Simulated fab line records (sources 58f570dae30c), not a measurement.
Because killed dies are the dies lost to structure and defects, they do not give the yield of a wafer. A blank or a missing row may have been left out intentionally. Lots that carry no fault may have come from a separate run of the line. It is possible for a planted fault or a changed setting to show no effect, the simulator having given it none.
What tool caused it? | flow berkeley_cmos170 | 13 lots, 39 wafers sampled, at 3 steps of a route of 331

== WHAT THE GAUGES SHOWED, per wafer ==
UCB170_NSD_CD_MEAS_06: the cd target is 1200 nm. Usual: 1200.1 nm for cd_nm, sd 1.2.
lot  | measured     | on        | cd_nm (nm)           | flag
L954 | day 8 01:02  | cd_sem-02 | 1199.9 1199.4 1199.0 |
L956 | day 8 07:16  | cd_sem-02 | 1198.7 1198.5 1199.0 |
L960 | day 9 04:07  | cd_sem-01 | 1199.1 1199.7 1198.0 |
L961 | day 9 12:51  | cd_sem-01 | 1200.2 1200.3 1199.7 |
L963 | day 9 12:58  | cd_sem-02 | 1200.9 1201.4 1198.3 |
L964 | day 9 13:14  | cd_sem-02 | - - -                | OFF
L962 | day 9 13:31  | cd_sem-02 | 1199.1 1201.0 1199.6 |
L965 | day 10 03:59 | cd_sem-01 | 1200.8 1200.0 1200.7 |
L966 | day 11 00:23 | cd_sem-02 | 1200.3 1202.2 1201.3 |
L967 | day 11 00:41 | cd_sem-01 | 1200.7 1199.6 1200.0 |
L972 | day 11 14:25 | cd_sem-01 | 1200.9 1199.3 1200.9 |
L973 | day 12 06:41 | cd_sem-02 | 1200.4 1200.5 1202.6 |
L975 | day 12 20:47 | cd_sem-01 | 1199.4 1200.2 1200.7 |

UCB170_NSD_TW_MEAS_10. Usual: for NSD_TW the level is 4158 and the standard deviation is 35.
lot  | measured     | on            | NSD_TW            | flag
L954 | day 8 01:27  | film_metro-03 | 4111 4127 4137    |
L956 | day 8 07:40  | film_metro-02 | 4194 4215 4216    |
L960 | day 9 04:31  | film_metro-01 | 4155 4141 4147    |
L961 | day 9 13:16  | film_metro-02 | 4196 4205 4191    |
L963 | day 9 13:21  | film_metro-02 | 4176 4188 4190    |
L964 | day 9 13:39  | film_metro-02 | 30 30 30 30 30 30 | OFF
L962 | day 9 13:54  | film_metro-02 | 4187 4183 4206    |
L965 | day 10 04:23 | film_metro-03 | 4125 4143 4115    |
L966 | day 11 00:48 | film_metro-01 | 4144 4169 4132    |
L967 | day 11 01:05 | film_metro-03 | 4107 4116 4118    |
L972 | day 11 14:49 | film_metro-01 | 4141 4139 4123    |
L973 | day 12 07:05 | film_metro-02 | 4202 4167 4180    |
L975 | day 12 21:11 | film_metro-01 | 4123 4109 4122    |

== WHICH TOOL RAN EACH LOT (tool, then ch and the chambers of the sampled wafers, then the start) ==
lot  | UCB170_NSD_EXPOSE_03
L954 | krf_scanner-01 ch 0, day 8 00:39
L956 | krf_scanner-01 ch 0, day 8 06:43
L960 | krf_scanner-02 ch 0, day 9 03:43
L961 | krf_scanner-02 ch 0, day 9 11:41
L963 | krf_scanner-01 ch 0, day 9 12:11
L964 | krf_scanner-02 ch 0, day 9 12:25
L962 | krf_scanner-02 ch 0, day 9 12:36
L965 | krf_scanner-01 ch 0, day 10 03:36
L966 | krf_scanner-02 ch 0, day 10 23:20
L967 | krf_scanner-02 ch 0, day 11 00:03
L972 | krf_scanner-02 ch 0, day 11 13:23
L973 | krf_scanner-01 ch 0, day 12 06:17
L975 | krf_scanner-02 ch 0, day 12 20:23
- UCB170_NSD_EXPOSE_03: exposes mask NSELECT MOD, target cd 1200 nm.

== AS READ BY THE TOOLS THEMSELVES (means over the sampled wafers that have a number; for cases with no such wafer, the mark the record gives instead) ==
UCB170_NSD_EXPOSE_03. Usual: 22.99 C for reticle_temp_C, sd 0.09.
lot  | tool           | reticle_temp_C (C) | flag
L954 | krf_scanner-01 | 22.93              |
L956 | krf_scanner-01 | 23.03              |
L960 | krf_scanner-02 | 23.00              |
L961 | krf_scanner-02 | 22.86              |
L963 | krf_scanner-01 | 23.00              |
L964 | krf_scanner-02 | 23.06              |
L962 | krf_scanner-02 | 23.01              |
L965 | krf_scanner-01 | 23.03              |
L966 | krf_scanner-02 | 22.93              |
L967 | krf_scanner-02 | 23.05              |
L972 | krf_scanner-02 | 22.97              |
L973 | krf_scanner-01 | 22.96              |
L975 | krf_scanner-02 | 23.03              |

== THE ANSWER, worked out from the rows above alone ==
Rule: a lot counts as off when the mean over its wafers that have a number is more than 3 standard deviations away from the usual mean. Also off: a lot with no number at a reading for which 4 or more lots have one. All remaining lots with rows at the step are treated as sound. Order of review: gauges by route order, followed by the tools' own readings, for which a lot's mean as printed above is used. At the first step where some lot is off, the reading lying furthest off is the one used; lots without a number count as furthest.
Off at UCB170_NSD_CD_MEAS_06 (cd_nm): L964. Without a number there: L964.
If a tool, at a process step before that reading, ran all the lots that are off and no sound lot after the first of them, it fits. Not tried: the gauges at UCB170_NSD_CD_MEAS_06; whatever is off there is also off at UCB170_NSD_TW_MEAS_10, on other tools, and gauge error can't account for it. Of those tried, none fits.

== WHAT WAS PUT IN BY THE SIMULATOR ==
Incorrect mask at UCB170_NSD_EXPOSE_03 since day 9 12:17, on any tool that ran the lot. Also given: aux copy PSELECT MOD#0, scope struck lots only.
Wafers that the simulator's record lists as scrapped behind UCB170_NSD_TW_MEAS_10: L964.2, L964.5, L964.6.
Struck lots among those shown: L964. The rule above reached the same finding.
